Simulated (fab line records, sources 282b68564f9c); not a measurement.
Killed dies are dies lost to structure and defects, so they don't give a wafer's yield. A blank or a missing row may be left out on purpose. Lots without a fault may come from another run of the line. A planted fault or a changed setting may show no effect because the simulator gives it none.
A struck lot beside a sound one | flow rit_cmos | 41 steps out of a route of 202
Sound: wafers L865.1, L865.4, L865.6. Struck: wafers L871.2, L871.4, L871.5. The cause comes at the end.
At each step with rows: each side's tool, then ch and its chambers, then its first start. Under that, the readings that differ: sound wafers | struck wafers | difference of the means | sigmas: that difference in standard deviations of wafers without a fault.
alike: readings whose means differ by less than 2 such deviations, and words and numbers that are the same on both sides. not compared: withheld readings, readings that some wafer has no value for, bounds like >300 that may hide the same value, and numbers for which the record gives no deviation and whose values overlap.
The two part at a step that has a row with sigmas, a row that says differs or no value, or rows on one side only. Numbers that don't overlap but have no deviation are shown without sigmas and don't part them. A reading that every wafer of one side lacks parts them only if that side has two wafers or more.

first, 1 step without rows for these wafers: RIT_GATE_CLEAN_04 (cleans in dHF, time 60 s).
RIT_FOX2_THK_MEAS_91:
  sound on film_metro-03, day 3 00:04; struck on film_metro-01, day 4 05:36
  alike: FIELD_OXIDE_LEFT_2_THK
then, 2 steps without rows for these wafers: RIT_GATE_OXIDATION_05 (target thk 3 nm, ox time 270 s); RIT_GATE_ANNEAL_06 (time 600 s).
RIT_GATE_THK_MEAS_07:
  sound on film_metro-01, day 3 01:30; struck on film_metro-01, day 4 06:59
  reading             | sound          | struck         | difference | sigmas
  GATE_OXIDE_THK (nm) | 3.00 3.07 2.89 | 3.13 3.10 3.15 | +0.14      | +2
then, 1 step without rows for these wafers: RIT_GATE_CVD_08 (deposits poly-Si from SiH4, target thk 250 nm, time 2220 s).
RIT_GATE_THK_MEAS_09:
  sound on film_metro-01, day 3 03:59; struck on film_metro-01, day 4 08:40
  alike: GATE_POLY_THK
then, 5 steps without rows for these wafers: RIT_GATE_HMDS_10 (prime time 60 s); RIT_GATE_COAT_11 (resist thk 850 nm); RIT_GATE_SOFTBAKE_12 (time 60 s); RIT_GATE_EXPOSE_13 (exposes mask M6, target cd 150 nm); RIT_GATE_PEB_14.
RIT_GATE_DEVELOP_15: develop time 50 s.
  sound on litho_track-04 ch 0, day 3 04:00; struck on litho_track-02 ch 0, day 4 09:00
RIT_GATE_OVL_MEAS_17:
  sound on overlay-01, day 3 05:07; struck on overlay-02, day 4 09:49
  reading       | sound          | struck       | difference | sigmas
  GATE_OVL (nm) | -1.5 -2.7 -1.7 | -0.5 1.7 1.7 | +2.9       | +2
then, 1 step without rows for these wafers: RIT_GATE_HARDBAKE_18 (time 60 s).
RIT_GATE_ETCH_19: etches poly-Si in SF6/CHF3/O2, stops on SiO2, time 165 s, target depth 312.5 nm.
  sound on rie_si-02 ch 0,1,2, day 3 05:17; struck on rie_si-02 ch 1,3, day 4 09:59
  alike: drypump_motor_current_A, oes_product_au, throttle_valve_pct
  not compared: rf_hours_counter_h
RIT_GATE_STRIP_20: strips in O2, time 180 s.
  sound on plasma_asher-03 ch 0,1, day 3 05:24; struck on plasma_asher-03 ch 0,1, day 4 10:06
  alike: drypump_motor_current_A, o2_flow_sccm
  not compared: rf_hours_counter_h
then, 4 steps without rows for these wafers: RIT_REOX_CLEAN_00 (cleans in SC1, time 600 s); RIT_REOX_CLEAN_01 (cleans in dHF, time 30 s); RIT_REOX_CLEAN_02 (cleans in SC2, time 600 s); RIT_REOX_OXIDATION_03 (target thk 25.2 nm, ox time 5580 s).
RIT_REOX_THK_MEAS_04:
  sound on film_metro-02, day 3 08:38; struck on film_metro-01, day 4 13:22
  alike: REOX_OXIDE_THK
then, 6 steps without rows for these wafers: RIT_NLDD_HMDS_00 (prime time 60 s); RIT_NLDD_COAT_01 (resist thk 1000 nm); RIT_NLDD_SOFTBAKE_02 (time 60 s); RIT_NLDD_EXPOSE_03 (exposes mask M7, target cd 40700 nm); RIT_NLDD_PEB_04; RIT_NLDD_DEVELOP_05 (develop time 50 s).
RIT_NLDD_OVL_MEAS_06:
  sound on overlay-01, day 3 09:41; struck on overlay-02, day 4 14:23
  alike: NLDD_OVL
then, 2 steps without rows for these wafers: RIT_NLDD_HARDBAKE_07 (time 60 s); RIT_NLDD_IMPLANT_08.
RIT_NLDD_STRIP_09: strips in O2, time 180 s.
  sound on plasma_asher-03 ch 0, day 3 10:01; struck on plasma_asher-03 ch 1, day 4 14:44
  reading                     | sound       | struck      | difference | sigmas
  drypump_motor_current_A (A) | 4.9 4.9 4.9 | 6.1 6.0 6.1 | +1.2       | +2
  alike: o2_flow_sccm
  not compared: rf_hours_counter_h
RIT_NLDD_TW_MEAS_10:
  sound on film_metro-04, day 3 10:11; struck on film_metro-02, day 4 14:55
  alike: NLDD_TW
then, 6 steps without rows for these wafers: RIT_PLDD_HMDS_00 (prime time 60 s); RIT_PLDD_COAT_01 (resist thk 1000 nm); RIT_PLDD_SOFTBAKE_02 (time 60 s); RIT_PLDD_EXPOSE_03 (exposes mask M8, target cd 40900 nm); RIT_PLDD_PEB_04; RIT_PLDD_DEVELOP_05 (develop time 50 s).
RIT_PLDD_OVL_MEAS_06:
  sound on overlay-02, day 3 11:06; struck on overlay-02, day 4 15:50
  alike: PLDD_OVL
RIT_M1_PROBE_99:
  sound on prober-02, day 4 02:28; struck on prober-02, day 5 06:16
  reading                             | sound             | struck            | difference | sigmas
  model.etest.pmos_0p3.r_on_ohm_um    | 6140 6214 6197    | 5872 5752 5764    | -388       |
  model.etest.pmos_turned.r_on_ohm_um | 3345 3341 3359    | 2773 2815 2736    | -574       |
  model.etest.pmos_0p15.r_on_ohm_um   | 2725 2710 2717    | 2103 2113 2072    | -621       |
  model.etest.nmos_0p15.r_on_ohm_um   | 1121 1096 1111    | 931.7 944.2 911.7 | -180.1     |
  model.etest.nmos_0p3.r_on_ohm_um    | 2160 2137 2120    | 2062 2032 2018    | -102       |
  model.etest.nmos_0p15.drive_ua_um   | 457.4 458.7 459.6 | 613.2 617.1 618.1 | +157.6     |
  model.etest.pmos_0p15.drive_ua_um   | 258.8 256.2 260.5 | 355.6 354.6 356.9 | +97.2      |
  model.etest.nmos_turned.drive_ua_um | 319.6 323.6 320.6 | 393.6 384.4 391.5 | +68.6      |

WHERE THEY PART
First at RIT_GATE_THK_MEAS_07; last, within this record, at RIT_NLDD_STRIP_09. Later steps at which nothing parts them and some readings are alike: RIT_NLDD_TW_MEAS_10, RIT_PLDD_OVL_MEAS_06.

WHY: what the simulator had put in
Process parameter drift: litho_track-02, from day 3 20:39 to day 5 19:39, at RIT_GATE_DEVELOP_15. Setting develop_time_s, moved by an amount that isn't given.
